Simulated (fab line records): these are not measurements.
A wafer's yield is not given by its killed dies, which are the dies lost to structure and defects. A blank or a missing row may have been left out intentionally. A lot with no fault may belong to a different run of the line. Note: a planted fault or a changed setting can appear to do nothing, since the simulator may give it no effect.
Which tool was responsible? / flow berkeley_cmos170 / Sampling: 16 lots, 48 wafers, 5 of 331 route steps

== WHAT EACH GAUGE READ, for each wafer ==
UCB170_NSD_OVL_MEAS_07.
lot=L785; measured=day 7 14:36; on=overlay-02; NSD_OVL (nm)=4 6 7
lot=L786; measured=day 7 14:53; on=overlay-02; NSD_OVL (nm)=-5 4 -6
lot=L787; measured=day 8 07:11; on=overlay-02; NSD_OVL (nm)=0 -2 13
lot=L788; measured=day 8 07:24; on=overlay-02; NSD_OVL (nm)=0 -2 -1
lot=L789; measured=day 8 07:31; on=overlay-02; NSD_OVL (nm)=-2 2 11
lot=L792; measured=day 9 02:29; on=overlay-01; NSD_OVL (nm)=-124 -139 -127
lot=L794; measured=day 9 07:29; on=overlay-01; NSD_OVL (nm)=6 13 0
lot=L793; measured=day 9 08:02; on=overlay-01; NSD_OVL (nm)=-132 -128 -138
lot=L796; measured=day 9 17:11; on=overlay-01; NSD_OVL (nm)=-129 -128 -131
lot=L795; measured=day 9 17:29; on=overlay-01; NSD_OVL (nm)=-125 -131 -130
lot=L802; measured=day 10 16:43; on=overlay-01; NSD_OVL (nm)=2 -3 -2
lot=L799; measured=day 10 17:44; on=overlay-02; NSD_OVL (nm)=5 -2 1
lot=L804; measured=day 11 04:44; on=overlay-02; NSD_OVL (nm)=2 -1 0
lot=L805; measured=day 11 04:44; on=overlay-01; NSD_OVL (nm)=-4 -4 -9
lot=L803; measured=day 11 04:53; on=overlay-02; NSD_OVL (nm)=8 6 -4
lot=L806; measured=day 12 04:50; on=overlay-02; NSD_OVL (nm)=-2 -3 -3

UCB170_V1_CD_MEAS_12 targets a cd of 700 nm.
lot=L785; measured=day 8 06:59; on=cd_sem-01; cd_nm (nm)=698.3 698.6 698.8
lot=L786; measured=day 8 07:34; on=cd_sem-02; cd_nm (nm)=700.4 701.2 699.8
lot=L787; measured=day 8 22:50; on=cd_sem-01; cd_nm (nm)=700.3 701.0 702.0
lot=L788; measured=day 9 02:21; on=cd_sem-02; cd_nm (nm)=698.3 698.5 698.1
lot=L789; measured=day 9 02:37; on=cd_sem-01; cd_nm (nm)=700.0 698.6 698.6
lot=L792; measured=day 9 15:57; on=cd_sem-02; cd_nm (nm)=699.7 698.3 699.1
lot=L794; measured=day 9 22:46; on=cd_sem-01; cd_nm (nm)=699.3 699.9 698.7
lot=L793; measured=day 9 23:54; on=cd_sem-01; cd_nm (nm)=701.9 700.3 700.3
lot=L796; measured=day 10 05:58; on=cd_sem-01; cd_nm (nm)=699.4 701.1 699.8
lot=L795; measured=day 10 07:26; on=cd_sem-01; cd_nm (nm)=702.1 701.7 701.6
lot=L802; measured=day 11 05:41; on=cd_sem-01; cd_nm (nm)=698.7 700.0 699.2
lot=L799; measured=day 11 09:01; on=cd_sem-02; cd_nm (nm)=702.5 701.4 702.5
lot=L804; measured=day 11 18:25; on=cd_sem-01; cd_nm (nm)=699.9 699.9 700.4
lot=L805; measured=day 11 23:44; on=cd_sem-02; cd_nm (nm)=701.6 700.7 700.4
lot=L803; measured=day 12 00:13; on=cd_sem-02; cd_nm (nm)=701.0 701.0 700.7
lot=L806; measured=day 12 20:20; on=cd_sem-02; cd_nm (nm)=699.1 699.9 697.8

== WHAT TOOL EACH LOT RAN ON (gives the tool, then ch and the chambers of the sampled wafers, and finally the start) ==
lot=L785; UCB170_PSD_STRIP_09=plasma_asher-01 ch 0,1, day 7 11:46; UCB170_NSD_EXPOSE_03=krf_scanner-02 ch 0, day 7 13:07; UCB170_BACKSIDE_STRIP_03=plasma_asher-02 ch 0,1, day 7 16:16
lot=L786; UCB170_PSD_STRIP_09=plasma_asher-04 ch 0,1, day 7 11:57; UCB170_NSD_EXPOSE_03=krf_scanner-01 ch 0, day 7 13:44; UCB170_BACKSIDE_STRIP_03=plasma_asher-03 ch 0,1, day 7 16:30
lot=L787; UCB170_PSD_STRIP_09=plasma_asher-04 ch 0,1, day 8 05:01; UCB170_NSD_EXPOSE_03=krf_scanner-01 ch 0, day 8 06:14; UCB170_BACKSIDE_STRIP_03=plasma_asher-02 ch 0,1, day 8 08:10
lot=L788; UCB170_PSD_STRIP_09=plasma_asher-02 ch 0,1, day 8 05:15; UCB170_NSD_EXPOSE_03=krf_scanner-02 ch 0, day 8 06:30; UCB170_BACKSIDE_STRIP_03=plasma_asher-02 ch 0,1, day 8 08:37
lot=L789; UCB170_PSD_STRIP_09=plasma_asher-01 ch 0,1, day 8 05:22; UCB170_NSD_EXPOSE_03=krf_scanner-02 ch 0, day 8 06:46; UCB170_BACKSIDE_STRIP_03=plasma_asher-01 ch 0,1, day 8 08:48
lot=L792; UCB170_PSD_STRIP_09=plasma_asher-04 ch 0,1, day 8 23:45; UCB170_NSD_EXPOSE_03=krf_scanner-01 ch 0, day 9 02:01; UCB170_BACKSIDE_STRIP_03=plasma_asher-03 ch 0,1, day 9 03:28
lot=L794; UCB170_PSD_STRIP_09=plasma_asher-04 ch 0,1, day 9 06:03; UCB170_NSD_EXPOSE_03=krf_scanner-02 ch 0, day 9 06:58; UCB170_BACKSIDE_STRIP_03=plasma_asher-03 ch 0,1, day 9 08:28
lot=L793; UCB170_PSD_STRIP_09=plasma_asher-02 ch 0,1, day 9 06:19; UCB170_NSD_EXPOSE_03=krf_scanner-01 ch 0, day 9 07:26; UCB170_BACKSIDE_STRIP_03=plasma_asher-02 ch 0,1, day 9 09:03
lot=L796; UCB170_PSD_STRIP_09=plasma_asher-04 ch 0,1, day 9 15:22; UCB170_NSD_EXPOSE_03=krf_scanner-01 ch 0, day 9 16:14; UCB170_BACKSIDE_STRIP_03=plasma_asher-03 ch 0,1, day 9 18:10
lot=L795; UCB170_PSD_STRIP_09=plasma_asher-02 ch 0,1, day 9 15:31; UCB170_NSD_EXPOSE_03=krf_scanner-01 ch 0, day 9 16:23; UCB170_BACKSIDE_STRIP_03=plasma_asher-03 ch 0,1, day 9 18:34
lot=L802; UCB170_PSD_STRIP_09=plasma_asher-02 ch 0,1, day 10 15:17; UCB170_NSD_EXPOSE_03=krf_scanner-02 ch 0, day 10 16:13; UCB170_BACKSIDE_STRIP_03=plasma_asher-02 ch 1, day 10 18:01
lot=L799; UCB170_PSD_STRIP_09=plasma_asher-02 ch 0,1, day 10 16:10; UCB170_NSD_EXPOSE_03=krf_scanner-02 ch 0, day 10 17:06; UCB170_BACKSIDE_STRIP_03=plasma_asher-01 ch 0,1, day 10 18:55
lot=L804; UCB170_PSD_STRIP_09=plasma_asher-01 ch 0,1, day 11 03:01; UCB170_NSD_EXPOSE_03=krf_scanner-02 ch 0, day 11 04:04; UCB170_BACKSIDE_STRIP_03=plasma_asher-02 ch 0,1, day 11 05:43
lot=L805; UCB170_PSD_STRIP_09=plasma_asher-02 ch 0,1, day 11 03:06; UCB170_NSD_EXPOSE_03=krf_scanner-02 ch 0, day 11 04:13; UCB170_BACKSIDE_STRIP_03=plasma_asher-03 ch 0,1, day 11 05:47
lot=L803; UCB170_PSD_STRIP_09=plasma_asher-01 ch 0,1, day 11 03:22; UCB170_NSD_EXPOSE_03=krf_scanner-02 ch 0, day 11 04:20; UCB170_BACKSIDE_STRIP_03=plasma_asher-01 ch 0,1, day 11 05:55
lot=L806; UCB170_PSD_STRIP_09=plasma_asher-01 ch 0,1, day 12 02:52; UCB170_NSD_EXPOSE_03=krf_scanner-02 ch 0, day 12 04:11; UCB170_BACKSIDE_STRIP_03=plasma_asher-01 ch 0,1, day 12 05:48
- UCB170_PSD_STRIP_09: strips in O2.
- UCB170_NSD_EXPOSE_03: exposes mask NSELECT MOD, target cd 1200 nm.
- UCB170_BACKSIDE_STRIP_03: strips in O2.

== WHAT THE TOOLS THEMSELVES READ (means of the sampled wafers that have a number; where no wafer has one, the mark that the record gives instead) ==
UCB170_PSD_STRIP_09.
lot=L785; tool=plasma_asher-01; drypump_motor_current_A (A)=5.4; oes_product_au (a.u.)=0.601; strip_time_to_endpoint_s (s)=29.47
lot=L786; tool=plasma_asher-04; drypump_motor_current_A (A)=5.9; oes_product_au (a.u.)=0.601; strip_time_to_endpoint_s (s)=29.48
lot=L787; tool=plasma_asher-04; drypump_motor_current_A (A)=5.6; oes_product_au (a.u.)=0.599; strip_time_to_endpoint_s (s)=29.48
lot=L788; tool=plasma_asher-02; drypump_motor_current_A (A)=5.6; oes_product_au (a.u.)=0.597; strip_time_to_endpoint_s (s)=29.34
lot=L789; tool=plasma_asher-01; drypump_motor_current_A (A)=5.4; oes_product_au (a.u.)=0.601; strip_time_to_endpoint_s (s)=29.40
lot=L792; tool=plasma_asher-04; drypump_motor_current_A (A)=5.9; oes_product_au (a.u.)=0.606; strip_time_to_endpoint_s (s)=29.43
lot=L794; tool=plasma_asher-04; drypump_motor_current_A (A)=5.6; oes_product_au (a.u.)=0.601; strip_time_to_endpoint_s (s)=29.42
lot=L793; tool=plasma_asher-02; drypump_motor_current_A (A)=5.6; oes_product_au (a.u.)=0.601; strip_time_to_endpoint_s (s)=29.38
lot=L796; tool=plasma_asher-04; drypump_motor_current_A (A)=5.9; oes_product_au (a.u.)=0.601; strip_time_to_endpoint_s (s)=29.50
lot=L795; tool=plasma_asher-02; drypump_motor_current_A (A)=6.0; oes_product_au (a.u.)=0.609; strip_time_to_endpoint_s (s)=29.35
lot=L802; tool=plasma_asher-02; drypump_motor_current_A (A)=5.6; oes_product_au (a.u.)=0.601; strip_time_to_endpoint_s (s)=29.41
lot=L799; tool=plasma_asher-02; drypump_motor_current_A (A)=6.0; oes_product_au (a.u.)=0.605; strip_time_to_endpoint_s (s)=29.32
lot=L804; tool=plasma_asher-01; drypump_motor_current_A (A)=5.4; oes_product_au (a.u.)=0.603; strip_time_to_endpoint_s (s)=29.52
lot=L805; tool=plasma_asher-02; drypump_motor_current_A (A)=6.0; oes_product_au (a.u.)=0.604; strip_time_to_endpoint_s (s)=29.36
lot=L803; tool=plasma_asher-01; drypump_motor_current_A (A)=5.5; oes_product_au (a.u.)=0.602; strip_time_to_endpoint_s (s)=29.38
lot=L806; tool=plasma_asher-01; drypump_motor_current_A (A)=5.4; oes_product_au (a.u.)=0.595; strip_time_to_endpoint_s (s)=29.43

UCB170_BACKSIDE_STRIP_03.
lot=L785; tool=plasma_asher-02; drypump_motor_current_A (A)=6.0; oes_product_au (a.u.)=0.734; strip_time_to_endpoint_s (s)=22.05
lot=L786; tool=plasma_asher-03; drypump_motor_current_A (A)=5.5; oes_product_au (a.u.)=0.731; strip_time_to_endpoint_s (s)=21.88
lot=L787; tool=plasma_asher-02; drypump_motor_current_A (A)=5.6; oes_product_au (a.u.)=0.728; strip_time_to_endpoint_s (s)=21.98
lot=L788; tool=plasma_asher-02; drypump_motor_current_A (A)=6.0; oes_product_au (a.u.)=0.733; strip_time_to_endpoint_s (s)=21.90
lot=L789; tool=plasma_asher-01; drypump_motor_current_A (A)=5.5; oes_product_au (a.u.)=0.737; strip_time_to_endpoint_s (s)=21.93
lot=L792; tool=plasma_asher-03; drypump_motor_current_A (A)=5.6; oes_product_au (a.u.)=0.738; strip_time_to_endpoint_s (s)=22.03
lot=L794; tool=plasma_asher-03; drypump_motor_current_A (A)=5.5; oes_product_au (a.u.)=0.737; strip_time_to_endpoint_s (s)=22.02
lot=L793; tool=plasma_asher-02; drypump_motor_current_A (A)=5.6; oes_product_au (a.u.)=0.735; strip_time_to_endpoint_s (s)=22.02
lot=L796; tool=plasma_asher-03; drypump_motor_current_A (A)=5.5; oes_product_au (a.u.)=0.733; strip_time_to_endpoint_s (s)=22.01
lot=L795; tool=plasma_asher-03; drypump_motor_current_A (A)=5.4; oes_product_au (a.u.)=0.729; strip_time_to_endpoint_s (s)=21.99
lot=L802; tool=plasma_asher-02; drypump_motor_current_A (A)=6.4; oes_product_au (a.u.)=0.730; strip_time_to_endpoint_s (s)=21.97
lot=L799; tool=plasma_asher-01; drypump_motor_current_A (A)=5.4; oes_product_au (a.u.)=0.732; strip_time_to_endpoint_s (s)=21.99
lot=L804; tool=plasma_asher-02; drypump_motor_current_A (A)=6.0; oes_product_au (a.u.)=0.738; strip_time_to_endpoint_s (s)=22.07
lot=L805; tool=plasma_asher-03; drypump_motor_current_A (A)=5.6; oes_product_au (a.u.)=0.733; strip_time_to_endpoint_s (s)=21.93
lot=L803; tool=plasma_asher-01; drypump_motor_current_A (A)=5.4; oes_product_au (a.u.)=0.735; strip_time_to_endpoint_s (s)=21.95
lot=L806; tool=plasma_asher-01; drypump_motor_current_A (A)=5.4; oes_product_au (a.u.)=0.736; strip_time_to_endpoint_s (s)=22.03

== THE ANSWER, worked out from the rows above alone ==
Rule: usual is defined by the lots themselves. The widest of any qualifying gaps counts: lots, ordered by their means at a reading, are off when they make up no more than a third of the lots, leave a main group of 4 or more, and stand apart from it by 3 or more times the standard deviation of that group's means. Not used: any main group whose means are identical at the precision the tables above print for the reading. Also off: a lot with no number at a reading for which 4 or more lots have one. The other lots that the step has rows for count as sound. After the gauges, taken in route order, come the tools' own readings; for these a lot's mean is taken, as printed above. At the first step where some lot is off, the reading lying furthest off is the one used; lots without a number count as furthest.
Off: L792, L793, L796, L795, seen at UCB170_NSD_OVL_MEAS_07 (NSD_OVL). The main group: mean 1 nm, standard deviation 3.5.
A tool fits if, at a process step before that reading, it ran every lot that is off, and no sound lot after the first of them. Gauges at UCB170_NSD_OVL_MEAS_07: tried the same way as those tools. One fits: krf_scanner-01 at UCB170_NSD_EXPOSE_03. A fault onset in the window from L787 (day 8 06:14, its last sound lot) to L792 (day 9 02:01, its first lot off) fits.

== WHAT THE SIMULATOR HAD PUT IN ==
Scanner matching overlay: krf_scanner-01, from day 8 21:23 on, at UCB170_NSD_EXPOSE_03. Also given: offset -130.
Struck lots among those shown: L792, L793, L796, L795. The rule above found the same.
